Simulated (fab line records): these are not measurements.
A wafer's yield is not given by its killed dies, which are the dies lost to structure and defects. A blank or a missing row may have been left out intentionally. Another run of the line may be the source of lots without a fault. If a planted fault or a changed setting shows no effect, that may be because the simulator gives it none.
Which tool did it? :: flow ritCmos :: 13 lots, 39 wafers sampled, at 6 steps of a route of 202

== WHAT EACH GAUGE READ, for each wafer ==
RIT_M1_RS_MEAS_01: uses a four-point probe to measure. Usual: for M1_AL_RS the level is 0.0733 ohm/sq and the standard deviation is 0.00061.
lot: L227
measured: day 3 06:05
on: filmMetro-04
M1_AL_RS (ohm/sq): 0.0737 0.0731 0.0737
flag: 

lot: L228
measured: day 3 11:11
on: filmMetro-02
M1_AL_RS (ohm/sq): 0.0733 0.0722 0.0729
flag: 

lot: L230
measured: day 3 20:07
on: filmMetro-04
M1_AL_RS (ohm/sq): 0.0736 0.0729 0.0735
flag: 

lot: L231
measured: day 4 02:22
on: filmMetro-02
M1_AL_RS (ohm/sq): 0.0740 0.0742 0.0740
flag: 

lot: L232
measured: day 4 09:27
on: filmMetro-04
M1_AL_RS (ohm/sq): 0.0724 0.0729 0.0731
flag: 

lot: L233
measured: day 4 11:40
on: filmMetro-04
M1_AL_RS (ohm/sq): 0.0742 0.0731 0.0732
flag: 

lot: L234
measured: day 4 16:23
on: filmMetro-03
M1_AL_RS (ohm/sq): 0.0733 0.0731 0.0726
flag: 

lot: L235
measured: day 4 22:15
on: filmMetro-03
M1_AL_RS (ohm/sq): 0.0739 0.0736 0.0736
flag: 

lot: L239
measured: day 5 18:11
on: filmMetro-04
M1_AL_RS (ohm/sq): 0.0793 0.0727 0.0725
flag: 

lot: L245
measured: day 7 05:19
on: filmMetro-02
M1_AL_RS (ohm/sq): 0.0754 0.0742 0.0746
flag: 

lot: L246
measured: day 7 06:53
on: filmMetro-04
M1_AL_RS (ohm/sq): 0.0741 0.0731 0.0734
flag: 

lot: L248
measured: day 7 14:56
on: filmMetro-03
M1_AL_RS (ohm/sq): 0.0726 0.0733 0.0731
flag: 

lot: L250
measured: day 8 01:07
on: filmMetro-03
M1_AL_RS (ohm/sq): 0.0724 0.0736 0.0735
flag: 

RIT_M1_THK_MEAS_02: measures by xrf. Usual: for M1_AL_THK the level is 397 nm and the standard deviation is 4.
lot: L227
measured: day 3 06:12
on: filmMetro-04
M1_AL_THK (nm): 394 396 396
flag: 

lot: L228
measured: day 3 11:18
on: filmMetro-02
M1_AL_THK (nm): 399 405 401
flag: 

lot: L230
measured: day 3 20:14
on: filmMetro-04
M1_AL_THK (nm): 398 401 396
flag: 

lot: L231
measured: day 4 02:28
on: filmMetro-02
M1_AL_THK (nm): 394 396 398
flag: 

lot: L232
measured: day 4 09:34
on: filmMetro-04
M1_AL_THK (nm): 401 398 399
flag: 

lot: L233
measured: day 4 11:47
on: filmMetro-04
M1_AL_THK (nm): 392 399 396
flag: 

lot: L234
measured: day 4 16:31
on: filmMetro-03
M1_AL_THK (nm): 394 392 395
flag: 

lot: L235
measured: day 4 22:22
on: filmMetro-03
M1_AL_THK (nm): 389 389 390
flag: 

lot: L239
measured: day 5 18:18
on: filmMetro-04
M1_AL_THK (nm): 368 399 400
flag: 

lot: L245
measured: day 7 05:26
on: filmMetro-02
M1_AL_THK (nm): 388 392 392
flag: 

lot: L246
measured: day 7 07:00
on: filmMetro-04
M1_AL_THK (nm): 393 399 398
flag: 

lot: L248
measured: day 7 15:04
on: filmMetro-03
M1_AL_THK (nm): 399 393 396
flag: 

lot: L250
measured: day 8 01:14
on: filmMetro-03
M1_AL_THK (nm): 400 396 397
flag: 

== EACH LOT AND THE TOOL THAT RAN IT (in order: tool; ch and the chambers of the sampled wafers; start) ==
lot: L227
RIT_PLDD_STRIP_09: plasmaAsher-02 ch 0,1, day 2 20:15
RIT_PSD_STRIP_09: plasmaAsher-01 ch 0,1, day 3 01:53
RIT_CONTACT_ETCH_11: rieDiel-04 ch 2,3, day 3 04:55
RIT_M1_SPUTTER_00: pvdSputter-04, day 3 05:47

lot: L228
RIT_PLDD_STRIP_09: plasmaAsher-02 ch 0,1, day 3 01:17
RIT_PSD_STRIP_09: plasmaAsher-04 ch 0,1, day 3 06:46
RIT_CONTACT_ETCH_11: rieDiel-04 ch 0,2,3, day 3 09:58
RIT_M1_SPUTTER_00: pvdSputter-02, day 3 10:53

lot: L230
RIT_PLDD_STRIP_09: plasmaAsher-03 ch 0,1, day 3 10:17
RIT_PSD_STRIP_09: plasmaAsher-01 ch 0,1, day 3 15:55
RIT_CONTACT_ETCH_11: rieDiel-03 ch 0,1,2, day 3 18:58
RIT_M1_SPUTTER_00: pvdSputter-02, day 3 19:49

lot: L231
RIT_PLDD_STRIP_09: plasmaAsher-03 ch 0,1, day 3 16:16
RIT_PSD_STRIP_09: plasmaAsher-03 ch 0, day 3 21:53
RIT_CONTACT_ETCH_11: rieDiel-04 ch 0,1, day 4 01:13
RIT_M1_SPUTTER_00: pvdSputter-04, day 4 02:03

lot: L232
RIT_PLDD_STRIP_09: plasmaAsher-02 ch 0,1, day 3 23:35
RIT_PSD_STRIP_09: plasmaAsher-01 ch 0,1, day 4 05:14
RIT_CONTACT_ETCH_11: rieDiel-04 ch 1,2, day 4 08:17
RIT_M1_SPUTTER_00: pvdSputter-02, day 4 09:08

lot: L233
RIT_PLDD_STRIP_09: plasmaAsher-02 ch 0,1, day 4 01:19
RIT_PSD_STRIP_09: plasmaAsher-03 ch 0,1, day 4 07:08
RIT_CONTACT_ETCH_11: rieDiel-01 ch 0,2,3, day 4 10:31
RIT_M1_SPUTTER_00: pvdSputter-04, day 4 11:23

lot: L234
RIT_PLDD_STRIP_09: plasmaAsher-01 ch 0,1, day 4 06:47
RIT_PSD_STRIP_09: plasmaAsher-01 ch 0,1, day 4 12:08
RIT_CONTACT_ETCH_11: rieDiel-03 ch 2,3, day 4 15:14
RIT_M1_SPUTTER_00: pvdSputter-02, day 4 16:06

lot: L235
RIT_PLDD_STRIP_09: plasmaAsher-02 ch 0,1, day 4 11:17
RIT_PSD_STRIP_09: plasmaAsher-03 ch 0,1, day 4 17:53
RIT_CONTACT_ETCH_11: rieDiel-04 ch 1,2,3, day 4 21:07
RIT_M1_SPUTTER_00: pvdSputter-04, day 4 21:58

lot: L239
RIT_PLDD_STRIP_09: plasmaAsher-02 ch 0,1, day 5 08:15
RIT_PSD_STRIP_09: plasmaAsher-04 ch 1, day 5 13:43
RIT_CONTACT_ETCH_11: rieDiel-01 ch 1,2,3, day 5 16:55
RIT_M1_SPUTTER_00: pvdSputter-04, day 5 17:53

lot: L245
RIT_PLDD_STRIP_09: plasmaAsher-01 ch 0,1, day 6 19:06
RIT_PSD_STRIP_09: plasmaAsher-01 ch 0,1, day 7 00:35
RIT_CONTACT_ETCH_11: rieDiel-03 ch 1,2, day 7 04:09
RIT_M1_SPUTTER_00: pvdSputter-01, day 7 05:01

lot: L246
RIT_PLDD_STRIP_09: plasmaAsher-02 ch 0,1, day 6 19:52
RIT_PSD_STRIP_09: plasmaAsher-03 ch 0,1, day 7 02:29
RIT_CONTACT_ETCH_11: rieDiel-01 ch 0,1,2, day 7 05:43
RIT_M1_SPUTTER_00: pvdSputter-02, day 7 06:34

lot: L248
RIT_PLDD_STRIP_09: plasmaAsher-01 ch 0,1, day 7 04:50
RIT_PSD_STRIP_09: plasmaAsher-04 ch 0,1, day 7 10:12
RIT_CONTACT_ETCH_11: rieDiel-01 ch 2,3, day 7 13:47
RIT_M1_SPUTTER_00: pvdSputter-02, day 7 14:38

lot: L250
RIT_PLDD_STRIP_09: plasmaAsher-03 ch 0,1, day 7 14:47
RIT_PSD_STRIP_09: plasmaAsher-01 ch 0,1, day 7 20:46
RIT_CONTACT_ETCH_11: rieDiel-03 ch 0,1,3, day 7 23:59
RIT_M1_SPUTTER_00: pvdSputter-02, day 8 00:49
- RIT_PLDD_STRIP_09: strips in O2, time 180 s.
- RIT_PSD_STRIP_09: strips in O2, time 180 s.
- RIT_CONTACT_ETCH_11: etches SiO2 in CHF3/CF4/Ar, stops on TiSi2, target depth 480 nm, time 320 s.
- RIT_M1_SPUTTER_00: material Al, target thk 400 nm, time 500 s.

== WHAT THE TOOLS THEMSELVES READ (means of the sampled wafers that have a number; where no wafer has one, the mark that the record gives instead) ==
RIT_PLDD_STRIP_09. Usual: drypumpMotorCurrentA 5.6 A, standard deviation 0.59; rfReflPowerW 6.9 W, standard deviation 1.1.
lot: L227
tool: plasmaAsher-02
drypumpMotorCurrentA (A): 5.1
rfReflPowerW (W): 6.9
flag: 

lot: L228
tool: plasmaAsher-02
drypumpMotorCurrentA (A): 5.4
rfReflPowerW (W): 7.4
flag: 

lot: L230
tool: plasmaAsher-03
drypumpMotorCurrentA (A): 5.9
rfReflPowerW (W): 6.8
flag: 

lot: L231
tool: plasmaAsher-03
drypumpMotorCurrentA (A): 6.0
rfReflPowerW (W): 6.1
flag: 

lot: L232
tool: plasmaAsher-02
drypumpMotorCurrentA (A): 5.4
rfReflPowerW (W): 7.4
flag: 

lot: L233
tool: plasmaAsher-02
drypumpMotorCurrentA (A): 5.4
rfReflPowerW (W): 7.2
flag: 

lot: L234
tool: plasmaAsher-01
drypumpMotorCurrentA (A): 6.1
rfReflPowerW (W): 7.1
flag: 

lot: L235
tool: plasmaAsher-02
drypumpMotorCurrentA (A): 5.0
rfReflPowerW (W): 7.0
flag: 

lot: L239
tool: plasmaAsher-02
drypumpMotorCurrentA (A): 5.4
rfReflPowerW (W): 7.5
flag: 

lot: L245
tool: plasmaAsher-01
drypumpMotorCurrentA (A): 6.2
rfReflPowerW (W): 7.2
flag: 

lot: L246
tool: plasmaAsher-02
drypumpMotorCurrentA (A): 5.0
rfReflPowerW (W): 6.9
flag: 

lot: L248
tool: plasmaAsher-01
drypumpMotorCurrentA (A): 6.2
rfReflPowerW (W): 6.3
flag: 

lot: L250
tool: plasmaAsher-03
drypumpMotorCurrentA (A): 6.0
rfReflPowerW (W): 7.2
flag: 

RIT_PSD_STRIP_09. Usual: drypumpMotorCurrentA 5.9 A, standard deviation 0.45; rfReflPowerW 6.8 W, standard deviation 1.4.
lot: L227
tool: plasmaAsher-01
drypumpMotorCurrentA (A): 6.2
rfReflPowerW (W): 7.2
flag: 

lot: L228
tool: plasmaAsher-04
drypumpMotorCurrentA (A): 5.4
rfReflPowerW (W): 7.1
flag: 

lot: L230
tool: plasmaAsher-01
drypumpMotorCurrentA (A): 6.2
rfReflPowerW (W): 6.3
flag: 

lot: L231
tool: plasmaAsher-03
drypumpMotorCurrentA (A): 5.9
rfReflPowerW (W): 7.8
flag: 

lot: L232
tool: plasmaAsher-01
drypumpMotorCurrentA (A): 6.2
rfReflPowerW (W): 7.5
flag: 

lot: L233
tool: plasmaAsher-03
drypumpMotorCurrentA (A): 5.9
rfReflPowerW (W): 7.1
flag: 

lot: L234
tool: plasmaAsher-01
drypumpMotorCurrentA (A): 6.2
rfReflPowerW (W): 6.3
flag: 

lot: L235
tool: plasmaAsher-03
drypumpMotorCurrentA (A): 6.0
rfReflPowerW (W): 6.4
flag: 

lot: L239
tool: plasmaAsher-04
drypumpMotorCurrentA (A): 6.3
rfReflPowerW (W): 5.4
flag: 

lot: L245
tool: plasmaAsher-01
drypumpMotorCurrentA (A): 6.2
rfReflPowerW (W): 6.1
flag: 

lot: L246
tool: plasmaAsher-03
drypumpMotorCurrentA (A): 5.9
rfReflPowerW (W): 7.0
flag: 

lot: L248
tool: plasmaAsher-04
drypumpMotorCurrentA (A): 5.9
rfReflPowerW (W): 6.5
flag: 

lot: L250
tool: plasmaAsher-01
drypumpMotorCurrentA (A): 6.1
rfReflPowerW (W): 7.4
flag: 

RIT_CONTACT_ETCH_11. Usual: drypumpMotorCurrentA 5.8 A, standard deviation 0.54; oesProductAu 0.989 a.u., standard deviation 0.012; throttleValvePct 8.88 %, standard deviation 0.12.
lot: L227
tool: rieDiel-04
drypumpMotorCurrentA (A): 6.0
oesProductAu (a.u.): 0.977
throttleValvePct (%): 8.95
flag: 

lot: L228
tool: rieDiel-04
drypumpMotorCurrentA (A): 5.7
oesProductAu (a.u.): 0.986
throttleValvePct (%): 8.90
flag: 

lot: L230
tool: rieDiel-03
drypumpMotorCurrentA (A): 6.1
oesProductAu (a.u.): 0.990
throttleValvePct (%): 8.96
flag: 

lot: L231
tool: rieDiel-04
drypumpMotorCurrentA (A): 5.4
oesProductAu (a.u.): 0.997
throttleValvePct (%): 8.84
flag: 

lot: L232
tool: rieDiel-04
drypumpMotorCurrentA (A): 6.1
oesProductAu (a.u.): 0.985
throttleValvePct (%): 8.89
flag: 

lot: L233
tool: rieDiel-01
drypumpMotorCurrentA (A): 5.3
oesProductAu (a.u.): 0.991
throttleValvePct (%): 8.77
flag: 

lot: L234
tool: rieDiel-03
drypumpMotorCurrentA (A): 6.3
oesProductAu (a.u.): 0.975
throttleValvePct (%): 8.89
flag: 

lot: L235
tool: rieDiel-04
drypumpMotorCurrentA (A): 5.8
oesProductAu (a.u.): 0.986
throttleValvePct (%): 8.93
flag: 

lot: L239
tool: rieDiel-01
drypumpMotorCurrentA (A): 5.7
oesProductAu (a.u.): 0.993
throttleValvePct (%): 8.78
flag: 

lot: L245
tool: rieDiel-03
drypumpMotorCurrentA (A): 6.5
oesProductAu (a.u.): 0.979
throttleValvePct (%): 8.99
flag: 

lot: L246
tool: rieDiel-01
drypumpMotorCurrentA (A): 5.2
oesProductAu (a.u.): 0.998
throttleValvePct (%): 8.74
flag: 

lot: L248
tool: rieDiel-01
drypumpMotorCurrentA (A): 5.4
oesProductAu (a.u.): 0.997
throttleValvePct (%): 8.83
flag: 

lot: L250
tool: rieDiel-03
drypumpMotorCurrentA (A): 6.0
oesProductAu (a.u.): 0.990
throttleValvePct (%): 8.86
flag: 

RIT_M1_SPUTTER_00. Usual: chamberPressurePa 0.4000 Pa, standard deviation 0.00082; throttleValvePct 30.1 %, standard deviation 0.65.
lot: L227
tool: pvdSputter-04
chamberPressurePa (Pa): 0.4002
throttleValvePct (%): 30.5
flag: 

lot: L228
tool: pvdSputter-02
chamberPressurePa (Pa): 0.3994
throttleValvePct (%): 30.0
flag: 

lot: L230
tool: pvdSputter-02
chamberPressurePa (Pa): 0.3997
throttleValvePct (%): 30.0
flag: 

lot: L231
tool: pvdSputter-04
chamberPressurePa (Pa): 0.3998
throttleValvePct (%): 29.9
flag: 

lot: L232
tool: pvdSputter-02
chamberPressurePa (Pa): 0.4007
throttleValvePct (%): 30.1
flag: 

lot: L233
tool: pvdSputter-04
chamberPressurePa (Pa): 0.3994
throttleValvePct (%): 30.6
flag: 

lot: L234
tool: pvdSputter-02
chamberPressurePa (Pa): 0.3998
throttleValvePct (%): 29.9
flag: 

lot: L235
tool: pvdSputter-04
chamberPressurePa (Pa): 0.4000
throttleValvePct (%): 30.2
flag: 

lot: L239
tool: pvdSputter-04
chamberPressurePa (Pa): 0.3994
throttleValvePct (%): 30.1
flag: 

lot: L245
tool: pvdSputter-01
chamberPressurePa (Pa): 0.4005
throttleValvePct (%): 28.9
flag: 

lot: L246
tool: pvdSputter-02
chamberPressurePa (Pa): 0.3996
throttleValvePct (%): 30.0
flag: 

lot: L248
tool: pvdSputter-02
chamberPressurePa (Pa): 0.4004
throttleValvePct (%): 29.8
flag: 

lot: L250
tool: pvdSputter-02
chamberPressurePa (Pa): 0.3992
throttleValvePct (%): 29.9
flag: 

== THE ANSWER, worked out from the rows above alone ==
Rule: lot off if the mean of its wafers having a number is beyond 3 standard deviations from the usual mean. A lot without any number at a reading at which 4 lots or more have one is off too. Where the step has rows for the other lots, those lots are counted as sound. After the gauges, taken in route order, come the tools' own readings; for these a lot's mean is taken, as printed above. The first step at which some lot is off is used, and at that step the reading that is off furthest; a lot without a number counts as furthest.
No lot is off at any reading shown: from this, nothing can be told.

== WHAT WAS PUT IN BY THE SIMULATOR ==
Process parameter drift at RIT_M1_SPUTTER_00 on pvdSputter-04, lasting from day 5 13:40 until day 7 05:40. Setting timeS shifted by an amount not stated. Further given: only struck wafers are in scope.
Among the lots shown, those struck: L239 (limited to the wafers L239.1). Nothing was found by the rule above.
